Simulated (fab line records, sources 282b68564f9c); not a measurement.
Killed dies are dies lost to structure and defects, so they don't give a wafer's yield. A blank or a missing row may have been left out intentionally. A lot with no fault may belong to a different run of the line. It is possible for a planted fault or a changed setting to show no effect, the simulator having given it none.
fab line records :: flow rit_cmos
[record]
  lots = 13
  wafers = 39
  last_day = 8
route steps=202 shown ACTIVE@15 NSD@140 CONTACT@176 M1@202
lots untouched by any fault: they come from a run of this same line in which no faults occurred
start_h: start of the lot's first displayed wafer, in hours after the record's first day :: wait_h: time in hours since the lot's previous step :: " identical to the entry in the row above :: L1.1+2: several wafers, shown together as one row :: - either no value or no given start :: * or withheld: withheld :: < > ~ a bound
route shown NAME@n: a module of which the file shows steps, and the number in the route of the first :: usual: mean/standard deviation of fault-free wafers :: same: alike in all rows :: chamber/n: place in a boat :: sites: the reading at each site :: _std_site: standard deviation across them :: _edge_site: the outer-site mean with the inner-site mean subtracted :: radius_mm: how far each site lies from the wafer's centre :: mask NAME#n: copy n :: behind: the last tool/chamber to shape the wafer :: hold: cause of the lot's hold/its duration in hours/its outcome :: device: transistor that didn't switch, given as n, p or np :: end of line: tests of these same wafers at the route's end :: a step without rows: its recipe alone :: killed: count of dies lost to structure and defects at first sort (not the wafer's yield) :: map: per-die view of a wafer (x killed, . not killed, _ where there is no die)
set.NAME: the setting that was run; set.NAME@STEP: the one run at that earlier step :: model.NAME: the simulator's own value behind a step, which no gauge read
a sample of lots followed through the steps of the route, with each step as a table and each wafer as a row
services: from which hour (start_h, from the record's first day; less than 0 if before it) a tool's chamber was out of use, for how many hours, and why
[[steps]]
[step RIT_ACTIVE_STRIP_14]
[recipe]
  chemistry = O2
  time_s = 180
  resist = NOVOLAK
  platen_temp_c = withheld
  power_w = 500
  pressure_mtorr = 4000
  o2_flow_sccm = 4000
[usual]
  drypump_motor_current_A = 6.2/0.51
lot.wafer: L155.3
tool: plasma_asher-01
chamber: 0
start_h: 15.18
wait_h: 0.1
drypump_motor_current_A: 6.8
rf_hours_counter_h: -

lot.wafer: L155.5
tool: plasma_asher-01
chamber: 0
start_h: 15.18
wait_h: 0.1
drypump_motor_current_A: 6.8
rf_hours_counter_h: -

lot.wafer: L155.6
tool: plasma_asher-01
chamber: 1
start_h: 15.18
wait_h: 0.1
drypump_motor_current_A: 5.8
rf_hours_counter_h: -

lot.wafer: L156.1
tool: plasma_asher-03
chamber: 0
start_h: 22.73
wait_h: 0.1
drypump_motor_current_A: 5.9
rf_hours_counter_h: 36

lot.wafer: L156.3
tool: plasma_asher-03
chamber: 0
start_h: 22.73
wait_h: 0.1
drypump_motor_current_A: 5.9
rf_hours_counter_h: -

lot.wafer: L156.6
tool: plasma_asher-03
chamber: 1
start_h: 22.73
wait_h: 0.1
drypump_motor_current_A: 5.5
rf_hours_counter_h: -

lot.wafer: L159.2
tool: plasma_asher-01
chamber: 0
start_h: 35.99
wait_h: 0.1
drypump_motor_current_A: 6.8
rf_hours_counter_h: 23

lot.wafer: L159.5
tool: plasma_asher-01
chamber: 1
start_h: 35.99
wait_h: 0.1
drypump_motor_current_A: 5.8
rf_hours_counter_h: -

lot.wafer: L159.6
tool: plasma_asher-01
chamber: 0
start_h: 35.99
wait_h: 0.1
drypump_motor_current_A: 6.8
rf_hours_counter_h: -

lot.wafer: L160.3
tool: plasma_asher-02
chamber: 1
start_h: 43.49
wait_h: 0.1
drypump_motor_current_A: 6.8
rf_hours_counter_h: -

lot.wafer: L160.5
tool: plasma_asher-02
chamber: 1
start_h: 43.49
wait_h: 0.1
drypump_motor_current_A: 6.8
rf_hours_counter_h: -

lot.wafer: L160.6
tool: plasma_asher-02
chamber: 0
start_h: 43.49
wait_h: 0.1
drypump_motor_current_A: 6.5
rf_hours_counter_h: -

lot.wafer: L164.3
tool: plasma_asher-03
chamber: 1
start_h: 62.14
wait_h: 0.1
drypump_motor_current_A: 5.4
rf_hours_counter_h: -

lot.wafer: L164.5
tool: plasma_asher-03
chamber: 0
start_h: 62.14
wait_h: 0.1
drypump_motor_current_A: 5.9
rf_hours_counter_h: -

lot.wafer: L164.6
tool: plasma_asher-03
chamber: 1
start_h: 62.14
wait_h: 0.1
drypump_motor_current_A: 5.4
rf_hours_counter_h: -

lot.wafer: L166.2
tool: plasma_asher-02
chamber: 1
start_h: 70.66
wait_h: 0.1
drypump_motor_current_A: 6.8
rf_hours_counter_h: 43

lot.wafer: L166.3
tool: plasma_asher-02
chamber: 0
start_h: 70.66
wait_h: 0.1
drypump_motor_current_A: 6.5
rf_hours_counter_h: -

lot.wafer: L166.4
tool: plasma_asher-02
chamber: 1
start_h: 70.66
wait_h: 0.1
drypump_motor_current_A: 6.7
rf_hours_counter_h: -

lot.wafer: L168.1
tool: plasma_asher-01
chamber: 1
start_h: 83.66
wait_h: 0.1
drypump_motor_current_A: 5.8
rf_hours_counter_h: 29

lot.wafer: L168.3
tool: plasma_asher-01
chamber: 0
start_h: 83.66
wait_h: 0.1
drypump_motor_current_A: 6.8
rf_hours_counter_h: -

lot.wafer: L168.6
tool: plasma_asher-01
chamber: 1
start_h: 83.66
wait_h: 0.1
drypump_motor_current_A: 5.8
rf_hours_counter_h: -

lot.wafer: L171.1
tool: plasma_asher-01
chamber: 1
start_h: 98.99
wait_h: 0.1
drypump_motor_current_A: 5.7
rf_hours_counter_h: 30

lot.wafer: L171.3
tool: plasma_asher-01
chamber: 1
start_h: 98.99
wait_h: 0.1
drypump_motor_current_A: 5.8
rf_hours_counter_h: -

lot.wafer: L171.6
tool: plasma_asher-01
chamber: 0
start_h: 98.99
wait_h: 0.1
drypump_motor_current_A: 6.8
rf_hours_counter_h: -

lot.wafer: L172.2
tool: plasma_asher-03
chamber: 0
start_h: 104.75
wait_h: 0.1
drypump_motor_current_A: 5.9
rf_hours_counter_h: 45

lot.wafer: L172.3
tool: plasma_asher-03
chamber: 1
start_h: 104.75
wait_h: 0.1
drypump_motor_current_A: 5.5
rf_hours_counter_h: -

lot.wafer: L172.5
tool: plasma_asher-03
chamber: 0
start_h: 104.75
wait_h: 0.1
drypump_motor_current_A: 5.9
rf_hours_counter_h: -

lot.wafer: L174.2
tool: plasma_asher-01
chamber: 0
start_h: 110.51
wait_h: 0.1
drypump_motor_current_A: 6.8
rf_hours_counter_h: 31

lot.wafer: L174.4
tool: plasma_asher-01
chamber: 0
start_h: 110.51
wait_h: 0.1
drypump_motor_current_A: 6.8
rf_hours_counter_h: -

lot.wafer: L174.5
tool: plasma_asher-01
chamber: 0
start_h: 110.51
wait_h: 0.1
drypump_motor_current_A: 6.8
rf_hours_counter_h: -

lot.wafer: L175.1
tool: plasma_asher-03
chamber: 1
start_h: 117.78
wait_h: 0.1
drypump_motor_current_A: 5.5
rf_hours_counter_h: 0

lot.wafer: L175.5
tool: plasma_asher-03
chamber: 0
start_h: 117.78
wait_h: 0.1
drypump_motor_current_A: 5.9
rf_hours_counter_h: -

lot.wafer: L175.6
tool: plasma_asher-03
chamber: 1
start_h: 117.78
wait_h: 0.1
drypump_motor_current_A: 5.5
rf_hours_counter_h: -

lot.wafer: L176.2
tool: plasma_asher-02
chamber: 1
start_h: 124.74
wait_h: 0.1
drypump_motor_current_A: 6.8
rf_hours_counter_h: 47

lot.wafer: L176.3
tool: plasma_asher-02
chamber: 0
start_h: 124.74
wait_h: 0.1
drypump_motor_current_A: 6.5
rf_hours_counter_h: -

lot.wafer: L176.4
tool: plasma_asher-02
chamber: 1
start_h: 124.74
wait_h: 0.1
drypump_motor_current_A: 6.8
rf_hours_counter_h: -

lot.wafer: L177.1
tool: plasma_asher-02
chamber: 1
start_h: 130.39
wait_h: 0.1
drypump_motor_current_A: 6.8
rf_hours_counter_h: 47

lot.wafer: L177.2
tool: plasma_asher-02
chamber: 0
start_h: 130.39
wait_h: 0.1
drypump_motor_current_A: 6.5
rf_hours_counter_h: 47

lot.wafer: L177.3
tool: plasma_asher-02
chamber: 0
start_h: 130.39
wait_h: 0.1
drypump_motor_current_A: 6.5
rf_hours_counter_h: -
[step RIT_NSD_STRIP_09]
[recipe]
  chemistry = O2
  time_s = 180
  resist = NOVOLAK
  platen_temp_c = withheld
  power_w = 500
  pressure_mtorr = 4000
  o2_flow_sccm = 4000
[usual]
  drypump_motor_current_A = 6.2/0.51
lot.wafer: L155.3
tool: plasma_asher-01
chamber: 1
start_h: 58.50
wait_h: 0.1
drypump_motor_current_A: 5.7
rf_hours_counter_h: -

lot.wafer: L155.5
tool: plasma_asher-01
chamber: 0
start_h: 58.50
wait_h: 0.1
drypump_motor_current_A: 6.8
rf_hours_counter_h: -

lot.wafer: L155.6
tool: plasma_asher-01
chamber: 1
start_h: 58.50
wait_h: 0.1
drypump_motor_current_A: 5.8
rf_hours_counter_h: -

lot.wafer: L156.1
tool: plasma_asher-01
chamber: 0
start_h: 64.19
wait_h: 0.1
drypump_motor_current_A: 6.8
rf_hours_counter_h: 27

lot.wafer: L156.3
tool: plasma_asher-01
chamber: 0
start_h: 64.19
wait_h: 0.1
drypump_motor_current_A: 6.8
rf_hours_counter_h: -

lot.wafer: L156.6
tool: plasma_asher-01
chamber: 0
start_h: 64.19
wait_h: 0.1
drypump_motor_current_A: 6.8
rf_hours_counter_h: -

lot.wafer: L159.2
tool: plasma_asher-02
chamber: 0
start_h: 77.19
wait_h: 0.1
drypump_motor_current_A: 6.5
rf_hours_counter_h: 43

lot.wafer: L159.5
tool: plasma_asher-02
chamber: 1
start_h: 77.19
wait_h: 0.1
drypump_motor_current_A: 6.8
rf_hours_counter_h: -

lot.wafer: L159.6
tool: plasma_asher-02
chamber: 0
start_h: 77.19
wait_h: 0.1
drypump_motor_current_A: 6.5
rf_hours_counter_h: -

lot.wafer: L160.3
tool: plasma_asher-03
chamber: 1
start_h: 88.01
wait_h: 0.1
drypump_motor_current_A: 5.5
rf_hours_counter_h: -

lot.wafer: L160.5
tool: plasma_asher-03
chamber: 0
start_h: 88.01
wait_h: 0.1
drypump_motor_current_A: 5.9
rf_hours_counter_h: -

lot.wafer: L160.6
tool: plasma_asher-03
chamber: 1
start_h: 88.01
wait_h: 0.1
drypump_motor_current_A: 5.5
rf_hours_counter_h: -

lot.wafer: L164.3
tool: plasma_asher-01
chamber: 0
start_h: 108.01
wait_h: 0.1
drypump_motor_current_A: 6.8
rf_hours_counter_h: -

lot.wafer: L164.5
tool: plasma_asher-01
chamber: 0
start_h: 108.01
wait_h: 0.1
drypump_motor_current_A: 6.8
rf_hours_counter_h: -

lot.wafer: L164.6
tool: plasma_asher-01
chamber: 1
start_h: 108.01
wait_h: 0.1
drypump_motor_current_A: 5.7
rf_hours_counter_h: -

lot.wafer: L166.2
tool: plasma_asher-01
chamber: 1
start_h: 125.45
wait_h: 0.1
drypump_motor_current_A: 5.7
rf_hours_counter_h: 33

lot.wafer: L166.3
tool: plasma_asher-01
chamber: 0
start_h: 125.45
wait_h: 0.1
drypump_motor_current_A: 6.7
rf_hours_counter_h: -

lot.wafer: L166.4
tool: plasma_asher-01
chamber: 1
start_h: 125.45
wait_h: 0.1
drypump_motor_current_A: 5.8
rf_hours_counter_h: -

lot.wafer: L168.1
tool: plasma_asher-02
chamber: 1
start_h: 141.30
wait_h: 0.1
drypump_motor_current_A: 6.8
rf_hours_counter_h: 49

lot.wafer: L168.3
tool: plasma_asher-02
chamber: 0
start_h: 141.30
wait_h: 0.1
drypump_motor_current_A: 6.5
rf_hours_counter_h: -

lot.wafer: L168.6
tool: plasma_asher-02
chamber: 0
start_h: 141.30
wait_h: 0.1
drypump_motor_current_A: 6.5
rf_hours_counter_h: -

lot.wafer: L171.1
tool: plasma_asher-03
chamber: 1
start_h: 156.06
wait_h: 0.1
drypump_motor_current_A: 5.5
rf_hours_counter_h: 4

lot.wafer: L171.3
tool: plasma_asher-03
chamber: 1
start_h: 156.06
wait_h: 0.1
drypump_motor_current_A: 5.5
rf_hours_counter_h: -

lot.wafer: L171.6
tool: plasma_asher-03
chamber: 0
start_h: 156.06
wait_h: 0.1
drypump_motor_current_A: 5.8
rf_hours_counter_h: -

lot.wafer: L172.2
tool: plasma_asher-02
chamber: 0
start_h: 156.21
wait_h: 0.1
drypump_motor_current_A: 6.5
rf_hours_counter_h: 51

lot.wafer: L172.3
tool: plasma_asher-02
chamber: 0
start_h: 156.21
wait_h: 0.1
drypump_motor_current_A: 6.5
rf_hours_counter_h: -

lot.wafer: L172.5
tool: plasma_asher-02
chamber: 1
start_h: 156.21
wait_h: 0.1
drypump_motor_current_A: 6.8
rf_hours_counter_h: -

lot.wafer: L175.1
tool: plasma_asher-02
chamber: 1
start_h: 164.79
wait_h: 0.1
drypump_motor_current_A: 6.8
rf_hours_counter_h: 52

lot.wafer: L175.5
tool: plasma_asher-02
chamber: 1
start_h: 164.79
wait_h: 0.1
drypump_motor_current_A: 6.8
rf_hours_counter_h: -

lot.wafer: L175.6
tool: plasma_asher-02
chamber: 0
start_h: 164.79
wait_h: 0.1
drypump_motor_current_A: 6.5
rf_hours_counter_h: -

lot.wafer: L174.2
tool: plasma_asher-02
chamber: 0
start_h: 167.25
wait_h: 0.1
drypump_motor_current_A: 6.5
rf_hours_counter_h: 52

lot.wafer: L174.4
tool: plasma_asher-02
chamber: 0
start_h: 167.25
wait_h: 0.1
drypump_motor_current_A: 6.5
rf_hours_counter_h: -

lot.wafer: L174.5
tool: plasma_asher-02
chamber: 0
start_h: 167.25
wait_h: 0.1
drypump_motor_current_A: 6.5
rf_hours_counter_h: -

lot.wafer: L176.2
tool: plasma_asher-03
chamber: 0
start_h: 167.58
wait_h: 0.1
drypump_motor_current_A: 5.9
rf_hours_counter_h: 6

lot.wafer: L176.3
tool: plasma_asher-03
chamber: 1
start_h: 167.58
wait_h: 0.1
drypump_motor_current_A: 5.5
rf_hours_counter_h: -

lot.wafer: L176.4
tool: plasma_asher-03
chamber: 0
start_h: 167.58
wait_h: 0.1
drypump_motor_current_A: 5.9
rf_hours_counter_h: -

lot.wafer: L177.1
tool: plasma_asher-03
chamber: 1
start_h: 169.18
wait_h: 0.1
drypump_motor_current_A: 5.5
rf_hours_counter_h: 6

lot.wafer: L177.2
tool: plasma_asher-03
chamber: 0
start_h: 169.18
wait_h: 0.1
drypump_motor_current_A: 5.9
rf_hours_counter_h: 6

lot.wafer: L177.3
tool: plasma_asher-03
chamber: 0
start_h: 169.18
wait_h: 0.1
drypump_motor_current_A: 5.8
rf_hours_counter_h: -
[step RIT_CONTACT_CD_MEAS_08]
[recipe]
  target_cd_nm = 1000
[usual]
  cd_nm = 1000.0/2.2
lot.wafer: L155.3
tool: cd_sem-02
chamber: -
start_h: 63.20
wait_h: -
cd_nm: 999.2

lot.wafer: L155.5
tool: cd_sem-02
chamber: -
start_h: 63.20
wait_h: -
cd_nm: 999.4

lot.wafer: L155.6
tool: cd_sem-02
chamber: -
start_h: 63.20
wait_h: -
cd_nm: 1000.6

lot.wafer: L156.1
tool: cd_sem-02
chamber: -
start_h: 68.45
wait_h: -
cd_nm: 996.6

lot.wafer: L156.3
tool: cd_sem-02
chamber: -
start_h: 68.45
wait_h: -
cd_nm: 997.2

lot.wafer: L156.6
tool: cd_sem-02
chamber: -
start_h: 68.45
wait_h: -
cd_nm: 996.9

lot.wafer: L159.2
tool: cd_sem-02
chamber: -
start_h: 81.64
wait_h: -
cd_nm: 997.4

lot.wafer: L159.5
tool: cd_sem-02
chamber: -
start_h: 81.64
wait_h: -
cd_nm: 998.8

lot.wafer: L159.6
tool: cd_sem-02
chamber: -
start_h: 81.64
wait_h: -
cd_nm: 999.5

lot.wafer: L160.3
tool: cd_sem-02
chamber: -
start_h: 92.42
wait_h: -
cd_nm: 1001.8

lot.wafer: L160.5
tool: cd_sem-02
chamber: -
start_h: 92.42
wait_h: -
cd_nm: 999.7

lot.wafer: L160.6
tool: cd_sem-02
chamber: -
start_h: 92.42
wait_h: -
cd_nm: 997.4

lot.wafer: L164.3
tool: cd_sem-02
chamber: -
start_h: 112.53
wait_h: -
cd_nm: 999.6

lot.wafer: L164.5
tool: cd_sem-02
chamber: -
start_h: 112.53
wait_h: -
cd_nm: 1001.2

lot.wafer: L164.6
tool: cd_sem-02
chamber: -
start_h: 112.53
wait_h: -
cd_nm: 1000.7

lot.wafer: L166.2
tool: cd_sem-02
chamber: -
start_h: 129.86
wait_h: -
cd_nm: 1001.9

lot.wafer: L166.3
tool: cd_sem-02
chamber: -
start_h: 129.86
wait_h: -
cd_nm: 1000.2

lot.wafer: L166.4
tool: cd_sem-02
chamber: -
start_h: 129.86
wait_h: -
cd_nm: 1003.1

lot.wafer: L168.1
tool: cd_sem-01
chamber: -
start_h: 145.70
wait_h: -
cd_nm: 999.7

lot.wafer: L168.3
tool: cd_sem-01
chamber: -
start_h: 145.70
wait_h: -
cd_nm: 999.3

lot.wafer: L168.6
tool: cd_sem-01
chamber: -
start_h: 145.70
wait_h: -
cd_nm: 1000.6

lot.wafer: L171.1
tool: cd_sem-01
chamber: -
start_h: 160.49
wait_h: -
cd_nm: 995.9

lot.wafer: L171.3
tool: cd_sem-01
chamber: -
start_h: 160.49
wait_h: -
cd_nm: 996.7

lot.wafer: L171.6
tool: cd_sem-01
chamber: -
start_h: 160.49
wait_h: -
cd_nm: 997.7

lot.wafer: L172.2
tool: cd_sem-01
chamber: -
start_h: 161.00
wait_h: -
cd_nm: 998.4

lot.wafer: L172.3
tool: cd_sem-01
chamber: -
start_h: 161.00
wait_h: -
cd_nm: 997.5

lot.wafer: L172.5
tool: cd_sem-01
chamber: -
start_h: 161.00
wait_h: -
cd_nm: 1000.1

lot.wafer: L175.1
tool: cd_sem-01
chamber: -
start_h: 169.45
wait_h: -
cd_nm: 999.5

lot.wafer: L175.5
tool: cd_sem-01
chamber: -
start_h: 169.45
wait_h: -
cd_nm: 1000.3

lot.wafer: L175.6
tool: cd_sem-01
chamber: -
start_h: 169.45
wait_h: -
cd_nm: 999.4

lot.wafer: L174.2
tool: cd_sem-02
chamber: -
start_h: 172.14
wait_h: -
cd_nm: 1004.2

lot.wafer: L174.4
tool: cd_sem-02
chamber: -
start_h: 172.14
wait_h: -
cd_nm: 1002.6

lot.wafer: L174.5
tool: cd_sem-02
chamber: -
start_h: 172.14
wait_h: -
cd_nm: 1004.1

lot.wafer: L176.2
tool: cd_sem-01
chamber: -
start_h: 172.50
wait_h: -
cd_nm: 1000.9

lot.wafer: L176.3
tool: cd_sem-01
chamber: -
start_h: 172.50
wait_h: -
cd_nm: 1001.0

lot.wafer: L176.4
tool: cd_sem-01
chamber: -
start_h: 172.50
wait_h: -
cd_nm: 1000.8

lot.wafer: L177.1
tool: cd_sem-01
chamber: -
start_h: 173.86
wait_h: -
cd_nm: 996.8

lot.wafer: L177.2
tool: cd_sem-01
chamber: -
start_h: 173.86
wait_h: -
cd_nm: 996.3

lot.wafer: L177.3
tool: cd_sem-01
chamber: -
start_h: 173.86
wait_h: -
cd_nm: 996.2
[step RIT_M1_PROBE_99]
[usual]
  killed_at_contacts = 0.1/0.28
  killed_at_front_end = 7.1/2.8
  killed_dies = 7.1/2.9
  killed_on_rim = 1.9/1.5
  killed_open = 3.4/2
  killed_short = 3.6/2.1
[same]
  gross_dies = 264
  killed_at_M0_to_M3 = 0
  killed_at_M4_up = 0
  killed_at_back_side = 0
  killed_at_other = 0
lot.wafer: L164.3
tool: prober-01
chamber: -
start_h: 118.97
wait_h: 0.2
killed_at_contacts: 0
killed_at_front_end: 43
killed_dies: 43
killed_on_rim: 3
killed_open: 1
killed_short: 5

lot.wafer: L164.5
tool: prober-01
chamber: -
start_h: 119.07
wait_h: 0.2
killed_at_contacts: 1
killed_at_front_end: 37
killed_dies: 38
killed_on_rim: 2
killed_open: 1
killed_short: 1

lot.wafer: L164.6
tool: prober-01
chamber: -
start_h: 119.12
wait_h: 0.2
killed_at_contacts: 0
killed_at_front_end: 37
killed_dies: 37
killed_on_rim: 10
killed_open: 5
killed_short: 2

lot.wafer: L166.2
tool: prober-01
chamber: -
start_h: 135.24
wait_h: 0.1
killed_at_contacts: 0
killed_at_front_end: 43
killed_dies: 43
killed_on_rim: 12
killed_open: 3
killed_short: 5

lot.wafer: L166.3
tool: prober-01
chamber: -
start_h: 135.29
wait_h: 0.2
killed_at_contacts: 0
killed_at_front_end: 39
killed_dies: 39
killed_on_rim: 2
killed_open: 3
killed_short: 1

lot.wafer: L166.4
tool: prober-01
chamber: -
start_h: 135.34
wait_h: 0.2
killed_at_contacts: 0
killed_at_front_end: 39
killed_dies: 39
killed_on_rim: 10
killed_open: 3
killed_short: 3

lot.wafer: L168.1
tool: prober-01
chamber: -
start_h: 151.15
wait_h: 0.1
killed_at_contacts: 0
killed_at_front_end: 6
killed_dies: 6
killed_on_rim: 3
killed_open: 4
killed_short: 2

lot.wafer: L168.3
tool: prober-01
chamber: -
start_h: 151.25
wait_h: 0.2
killed_at_contacts: 0
killed_at_front_end: 7
killed_dies: 7
killed_on_rim: 1
killed_open: 4
killed_short: 3

lot.wafer: L168.6
tool: prober-01
chamber: -
start_h: 151.40
wait_h: 0.2
killed_at_contacts: 0
killed_at_front_end: 8
killed_dies: 8
killed_on_rim: 1
killed_open: 6
killed_short: 2

lot.wafer: L172.2
tool: prober-02
chamber: -
start_h: 168.15
wait_h: 0.1
killed_at_contacts: 0
killed_at_front_end: 12
killed_dies: 12
killed_on_rim: 5
killed_open: 3
killed_short: 9

lot.wafer: L172.3
tool: prober-02
chamber: -
start_h: 168.20
wait_h: 0.2
killed_at_contacts: 0
killed_at_front_end: 7
killed_dies: 7
killed_on_rim: 1
killed_open: 1
killed_short: 6

lot.wafer: L172.5
tool: prober-02
chamber: -
start_h: 168.30
wait_h: 0.2
killed_at_contacts: 0
killed_at_front_end: 10
killed_dies: 10
killed_on_rim: 5
killed_open: 4
killed_short: 6
// killed by level:class
L164.3 NSD:unspecified=37 FOX2:geometric_particle:short=2 FOX1:geometric_particle:short=1 GATE:geometric_particle:short=1 SPACER:geometric_particle:short=1 SILICIDE:geometric_particle:open=1
L164.5 NSD:unspecified=34 NSD:coat_microbubble_printed=2 SPACER:geometric_particle:open=1 CONTACT:geometric_particle:short=1
L164.6 NSD:unspecified=29 FOX1:geometric_particle:open=2 FOX2:geometric_particle:open=1 REOX:geometric_particle:open=1 REOX:geometric_particle:short=1 SPACER:geometric_particle:open=1 SPACER:geometric_particle:short=1 NSD:coat_microbubble_printed=1
L166.2 NSD:unspecified=35 SPACER:geometric_particle:short=2 SILICIDE:geometric_particle:open=2 FOX1:geometric_particle:short=1 REOX:geometric_particle:short=1 REOX:geometric_particle:open=1 SILICIDE:geometric_particle:short=1
L166.3 NSD:unspecified=35 FOX1:geometric_particle:open=2 SPACER:geometric_particle:short=1 SPACER:geometric_particle:open=1
L166.4 NSD:unspecified=33 REOX:geometric_particle:open=2 GATE:geometric_particle:short=1 GATE:geometric_particle:open=1 REOX:geometric_particle:short=1 SPACER:geometric_particle:short=1
L168.1 REOX:geometric_particle:open=2 FOX1:geometric_particle:open=1 FOX2:geometric_particle:open=1 REOX:geometric_particle:short=1 SPACER:geometric_particle:short=1
L168.3 REOX:geometric_particle:open=2 FOX1:geometric_particle:open=1 FOX2:geometric_particle:open=1 GATE:geometric_particle:short=1 REOX:geometric_particle:short=1 SPACER:geometric_particle:short=1
L168.6 FOX1:geometric_particle:open=2 GATE:geometric_particle:open=2 REOX:geometric_particle:short=2 SPACER:geometric_particle:open=1 SILICIDE:geometric_particle:open=1
L172.2 GATE:geometric_particle:short=3 FOX1:geometric_particle:short=2 SPACER:geometric_particle:short=2 FOX1:geometric_particle:open=1 FOX2:geometric_particle:short=1 GATE:geometric_particle:open=1 SPACER:geometric_particle:open=1 SILICIDE:geometric_particle:short=1
L172.3 REOX:geometric_particle:short=2 FOX1:geometric_particle:short=1 FOX2:geometric_particle:short=1 GATE:geometric_particle:open=1 GATE:geometric_particle:short=1 SPACER:geometric_particle:short=1
L172.5 FOX1:geometric_particle:short=2 FOX1:geometric_particle:open=2 GATE:geometric_particle:open=2 ACTIVE:geometric_particle:short=1 FOX2:geometric_particle:short=1 GATE:geometric_particle:short=1 SPACER:geometric_particle:short=1
[[services]]
tool: plasma_asher-02
chamber: -
start_h: 2.66
hours: 2.1
kind: repair

tool: plasma_asher-03
chamber: -
start_h: 67.92
hours: 1.6
kind: repair

tool: plasma_asher-03
chamber: -
start_h: 108.75
hours: 9.0
kind: pm

tool: plasma_asher-03
chamber: 0
start_h: 108.75
hours: 9.0
kind: vent_cycle

tool: plasma_asher-03
chamber: 1
start_h: 108.75
hours: 9.0
kind: vent_cycle

tool: plasma_asher-03
chamber: 0
start_h: 117.75
hours: -
kind: clean

tool: plasma_asher-03
chamber: 1
start_h: 117.75
hours: -
kind: clean

tool: plasma_asher-02
chamber: -
start_h: 126.86
hours: 2.8
kind: pm

tool: plasma_asher-01
chamber: -
start_h: 132.82
hours: 4.3
kind: pm
[[key]]
[first_sign]
  step = RIT_M1_PROBE_99
  reading = killed_at_front_end
  direction = up
  sigmas = 12
  usual = 7.1
  struck = 39.7
[effect]
  step = RIT_M1_PROBE_99
  reading = killed_dies
  direction = up
  sigmas = 11
  usual = 7.1
  struck = 39.8
met_at RIT_NSD_STRIP_09
struck_lots L164,L166
tester_left_out L164,L166
not_acting_at RIT_ACTIVE_STRIP_14,RIT_CONTACT_CD_MEAS_08
onset_between 64.19 108.01
[earlier_fault]
  kind = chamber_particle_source
  tool = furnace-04
  chamber = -
  onset_h = 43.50
  steps = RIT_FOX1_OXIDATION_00
  rate_per_visit_cm2 = 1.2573
  end_h = 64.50
[fault]
  kind = chamber_particle_source
  tool = plasma_asher-01
  chamber = -
  onset_h = 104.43
  steps = RIT_NSD_STRIP_09
  rate_per_visit_cm2 = 1.2355
  end_h = 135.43
// tester_left_out: of these lots the tester's yield and bins aren't shown, on N5 and GAA mostly nor the transistor test; their killed dies are dies lost to structure and defects alone, not to doping, threshold or leakage, so they don't give the yield
